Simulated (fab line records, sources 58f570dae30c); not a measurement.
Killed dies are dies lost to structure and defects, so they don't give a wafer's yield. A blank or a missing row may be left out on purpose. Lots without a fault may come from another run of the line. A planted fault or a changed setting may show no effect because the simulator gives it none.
A struck lot beside a sound one | flow berkeley_cmos170 | 17 steps out of a route of 331
Sound: wafers L700.3, L700.4, L700.6. Struck: wafers L691.2, L691.4, L691.6. The cause comes at the end.
At each step with rows: each side's tool, then ch and its chambers, then its first start. Under that, the readings that differ: sound wafers | struck wafers | difference of the means | sigmas: that difference in standard deviations of wafers without a fault.
alike: readings whose means differ by less than 2 such deviations, and words and numbers that are the same on both sides. not compared: withheld readings, readings that some wafer has no value for, bounds like >300 that may hide the same value, and numbers for which the record gives no deviation and whose values overlap.
The two part at a step that has a row with sigmas, a row that says differs or no value, or rows on one side only. Numbers that don't overlap but have no deviation are shown without sigmas and don't part them. A reading that every wafer of one side lacks parts them only if that side has two wafers or more.

first, 3 steps without rows for these wafers: UCB170_BACKSIDE_HMDS_00 (prime time 60 s); UCB170_BACKSIDE_COAT_01 (resist thk 900 nm); UCB170_BACKSIDE_SOFTBAKE_02 (time 60 s).
UCB170_BACKSIDE_STRIP_03: strips in O2.
  sound on plasma_asher-01 ch 0,1, day 12 11:00; struck on plasma_asher-02 ch 0,1, day 9 13:51
  reading                     | sound       | struck      | difference | sigmas
  drypump_motor_current_A (A) | 6.0 6.5 6.5 | 5.6 5.5 4.7 | -1.1       | -2
  alike: oes_product_au, strip_time_to_endpoint_s
  not compared: rf_hours_counter_h
then, 1 step without rows for these wafers: UCB170_BACKSIDE_CLEAN_04 (cleans in SPM, time 600 s).
UCB170_SDANNEAL_RTA_00: time 10 s.
  sound on rtp_anneal-01 ch 0, day 12 12:56; struck on rtp_anneal-01 ch 0, day 9 14:08
  alike: anneal_temp_c_max, chamber_o2_ppm, lamp_power_pct, wafer_temp_C_max
UCB170_SDANNEAL_RTA_01: time 5 s.
  sound on rtp_anneal-01 ch 0, day 12 13:00; struck on rtp_anneal-01 ch 0, day 9 14:13
  alike: anneal_temp_c_max, chamber_o2_ppm, lamp_power_pct, wafer_temp_C_max
UCB170_SDANNEAL_RS_MEAS_02: measures by four-point-probe.
  sound on film_metro-01, day 12 13:04; struck on film_metro-03, day 9 14:16
  alike: PSD_RS
UCB170_SDANNEAL_RS_MEAS_03: measures by four-point-probe.
  sound on film_metro-01, day 12 13:11; struck on film_metro-03, day 9 14:23
  alike: NSD_RS
UCB170_SDANNEAL_RS_MEAS_04: measures by four-point-probe.
  sound on film_metro-01, day 12 13:19; struck on film_metro-03, day 9 14:31
  alike: PLDD_RS
UCB170_SDANNEAL_RS_MEAS_05: measures by four-point-probe.
  sound on film_metro-01, day 12 13:26; struck on film_metro-03, day 9 14:38
  reading          | sound             | struck            | difference | sigmas
  NLDD_RS (ohm/sq) | 618.9 619.4 620.4 | 615.2 616.5 616.9 | -3.4       | -3
then, 1 step without rows for these wafers: UCB170_SILICIDE_PRE_CLEAN_00 (preclean etch time 60 s).
UCB170_SILICIDE_SPUTTER_01: material Ti, target thk 30 nm, time 25 s.
  sound on pvd_sputter-04, day 12 13:35; struck on pvd_sputter-01, day 9 14:48
  reading                                     | sound             | struck            | difference | sigmas
  model.Ti_of_SILICIDE_SPUTTER_01.thk_nm (nm) | 29.81 30.01 29.43 | 43.75 43.76 43.81 | +14.02     |
  alike: cathode_dc_power_W, throttle_valve_pct
UCB170_SILICIDE_RS_MEAS_02: measures by four-point-probe.
  sound on film_metro-02, day 12 13:39; struck on film_metro-02, day 9 14:51
  reading                 | sound          | struck         | difference | sigmas
  SILICIDE_TI_RS (ohm/sq) | 26.3 26.1 26.8 | 16.9 16.8 16.8 | -9.6       | -24
UCB170_SILICIDE_THK_MEAS_03: measures by xrf.
  sound on film_metro-02, day 12 13:45; struck on film_metro-02, day 9 14:58
  reading              | sound          | struck         | difference | sigmas
  SILICIDE_TI_THK (nm) | 29.6 30.0 29.2 | 43.6 43.4 43.5 | +13.9      | +35
UCB170_SILICIDE_RTA_04: time 15 s.
  sound on rtp_anneal-02 ch 0, day 12 13:49; struck on rtp_anneal-01 ch 0, day 9 15:01
  alike: anneal_temp_c_max, chamber_o2_ppm, lamp_power_pct, wafer_temp_C_max
UCB170_M3_PROBE_99:
  sound on prober-01, day 13 10:16; struck on prober-02, day 10 15:38
  reading                              | sound             | struck            | difference | sigmas
  model.etest.npoly_line.width_nm (nm) | 321.2 322.2 322.3 | 318.1 313.5 316.3 | -5.9       |
  model.etest.ppoly_line.width_nm (nm) | 321.3 319.5 320   | 316.5 314.4 315.8 | -4.7       |
  model.etest.ppoly_line.line_ohm_um   | 14.88 15.21 15.05 | 12.38 12.48 12.59 | -2.56      |
  model.etest.npoly_line.line_ohm_um   | 14.65 14.6 14.67  | 12.28 12.29 12.22 | -2.38      |
  model.etest.ppoly_line.rs_ohm_sq     | 4.786 4.791 4.875 | 3.979 3.936 3.953 | -0.861     |
  model.etest.npoly_line.rs_ohm_sq     | 4.729 4.667 4.798 | 3.929 3.864 3.888 | -0.838     |
  model.etest.pplus_sal.line_ohm_um    | 5.059 5.452 5.409 | 4.76 4.703 4.983  | -0.49      |
  not compared: model.etest.nplus_sal.line_ohm_um

WHERE THEY PART
First at UCB170_BACKSIDE_STRIP_03; last, within this record, at UCB170_SILICIDE_THK_MEAS_03. Later steps at which nothing parts them and some readings are alike: UCB170_SILICIDE_RTA_04.

WHY: what the simulator had put in
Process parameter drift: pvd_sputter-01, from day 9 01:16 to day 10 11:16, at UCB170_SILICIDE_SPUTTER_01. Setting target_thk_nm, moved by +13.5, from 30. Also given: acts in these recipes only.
